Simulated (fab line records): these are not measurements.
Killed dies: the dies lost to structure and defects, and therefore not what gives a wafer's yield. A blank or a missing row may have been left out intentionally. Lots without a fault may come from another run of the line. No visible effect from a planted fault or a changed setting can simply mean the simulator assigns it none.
Split-lot study || flow rit cmos || 23 wafers read across 5 lots, on a route 202 steps long

## ON THE SPLIT
At RIT_NLDD_IMPLANT_08, the setting energy kev was moved away from the recipe's 20 on 7 of the 23 wafers read, by -4.8% to +2.4%. All remaining wafers had this setting at the recipe value.

The split's own step is where the reading is taken.

## THE READING
The simulator's own value implant.drp nm, read by no gauge, in nm at RIT_NLDD_IMPLANT_08. No usual value for it is given in the file.

{"wafer": "L074.1", "tool, chamber at the split": "implanter-01, 0", "energy kev as run": 19.4, "against the recipe": "-3.0%", "implant.drp nm, nm": 12.73, "against lot-mates on the recipe": -0.24}
{"wafer": "L074.5", "tool, chamber at the split": "implanter-01, 0", "energy kev as run": 19.4, "against the recipe": "-3.0%", "implant.drp nm, nm": 12.73, "against lot-mates on the recipe": -0.24}
{"wafer": "L074.2", "tool, chamber at the split": "implanter-01, 0", "energy kev as run": 20, "against the recipe": "recipe", "implant.drp nm, nm": 12.97, "against lot-mates on the recipe": "-"}
{"wafer": "L074.3", "tool, chamber at the split": "implanter-01, 0", "energy kev as run": 20, "against the recipe": "recipe", "implant.drp nm, nm": 12.97, "against lot-mates on the recipe": "-"}
{"wafer": "L074.4", "tool, chamber at the split": "implanter-01, 0", "energy kev as run": 20, "against the recipe": "recipe", "implant.drp nm, nm": 12.97, "against lot-mates on the recipe": "-"}
{"wafer": "L075.1", "tool, chamber at the split": "implanter-01, 0", "energy kev as run": 20, "against the recipe": "recipe", "implant.drp nm, nm": 12.97, "against lot-mates on the recipe": "-"}
{"wafer": "L075.2", "tool, chamber at the split": "implanter-01, 0", "energy kev as run": 20, "against the recipe": "recipe", "implant.drp nm, nm": 12.97, "against lot-mates on the recipe": "-"}
{"wafer": "L075.3", "tool, chamber at the split": "implanter-01, 0", "energy kev as run": 20, "against the recipe": "recipe", "implant.drp nm, nm": 12.97, "against lot-mates on the recipe": "-"}
{"wafer": "L075.4", "tool, chamber at the split": "implanter-01, 0", "energy kev as run": 20, "against the recipe": "recipe", "implant.drp nm, nm": 12.97, "against lot-mates on the recipe": "-"}
{"wafer": "L075.5", "tool, chamber at the split": "implanter-01, 0", "energy kev as run": 20, "against the recipe": "recipe", "implant.drp nm, nm": 12.97, "against lot-mates on the recipe": "-"}
{"wafer": "L078.1", "tool, chamber at the split": "implanter-01, 0", "energy kev as run": 20, "against the recipe": "recipe", "implant.drp nm, nm": 12.97, "against lot-mates on the recipe": "-"}
{"wafer": "L078.4", "tool, chamber at the split": "implanter-01, 0", "energy kev as run": 20, "against the recipe": "recipe", "implant.drp nm, nm": 12.97, "against lot-mates on the recipe": "-"}
{"wafer": "L078.6", "tool, chamber at the split": "implanter-01, 0", "energy kev as run": 20, "against the recipe": "recipe", "implant.drp nm, nm": 12.97, "against lot-mates on the recipe": "-"}
{"wafer": "L083.1", "tool, chamber at the split": "implanter-03, 0", "energy kev as run": 19.04, "against the recipe": "-4.8%", "implant.drp nm, nm": 12.59, "against lot-mates on the recipe": -0.38}
{"wafer": "L083.3", "tool, chamber at the split": "implanter-03, 0", "energy kev as run": 19.04, "against the recipe": "-4.8%", "implant.drp nm, nm": 12.59, "against lot-mates on the recipe": -0.38}
{"wafer": "L083.4", "tool, chamber at the split": "implanter-03, 0", "energy kev as run": 19.04, "against the recipe": "-4.8%", "implant.drp nm, nm": 12.59, "against lot-mates on the recipe": -0.38}
{"wafer": "L083.5", "tool, chamber at the split": "implanter-03, 0", "energy kev as run": 20, "against the recipe": "recipe", "implant.drp nm, nm": 12.97, "against lot-mates on the recipe": "-"}
{"wafer": "L083.6", "tool, chamber at the split": "implanter-03, 0", "energy kev as run": 20, "against the recipe": "recipe", "implant.drp nm, nm": 12.97, "against lot-mates on the recipe": "-"}
{"wafer": "L085.1", "tool, chamber at the split": "implanter-03, 0", "energy kev as run": 20.48, "against the recipe": "+2.4%", "implant.drp nm, nm": 13.16, "against lot-mates on the recipe": "+0.19"}
{"wafer": "L085.4", "tool, chamber at the split": "implanter-03, 0", "energy kev as run": 20.48, "against the recipe": "+2.4%", "implant.drp nm, nm": 13.16, "against lot-mates on the recipe": "+0.19"}
{"wafer": "L085.2", "tool, chamber at the split": "implanter-03, 0", "energy kev as run": 20, "against the recipe": "recipe", "implant.drp nm, nm": 12.97, "against lot-mates on the recipe": "-"}
{"wafer": "L085.5", "tool, chamber at the split": "implanter-03, 0", "energy kev as run": 20, "against the recipe": "recipe", "implant.drp nm, nm": 12.97, "against lot-mates on the recipe": "-"}
{"wafer": "L085.6", "tool, chamber at the split": "implanter-03, 0", "energy kev as run": 20, "against the recipe": "recipe", "implant.drp nm, nm": 12.97, "against lot-mates on the recipe": "-"}

FIT RESULTS
A straight line over all 23 wafers: implant.drp nm changes by +0.0793 nm for each +1% of energy kev; r = +1.00; the points scatter about the line by 0.00069 nm.
The same after taking each lot's own level away (the mean of its wafers on the recipe; 23 wafers): +0.0793 nm for each +1%; r = +1.00; scatter 0.00069 nm.
Per that fit: largest energy kev move, reading shift of 0.38 nm.
The lots' own levels span 12.970 to 12.970 nm.
So the lot-to-lot level changes the slope little: the two slopes agree.
Check: for one of the wafers moved furthest among these (-4.8%), held out of the fit, the line's prediction against its lot-mates is -0.381 nm. It came out at -0.38 nm against them.

## ADDITIONAL SPLITS CARRIED BY THESE WAFERS
Other splits were also applied to these wafers ahead of the reading. Each is held against what the fit with the lots' levels taken away leaves over:
{"other split on the same wafers": "RIT_NLDD_COAT_01 spin rpm", "wafers away from the commonest value": 7, "r with implant.drp nm (lot level and that fit taken away)": "+0.19"}

## THE FILE'S OWN FIT
implant.drp nm changes by +0.0788 nm for each +1% of energy kev, r = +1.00.
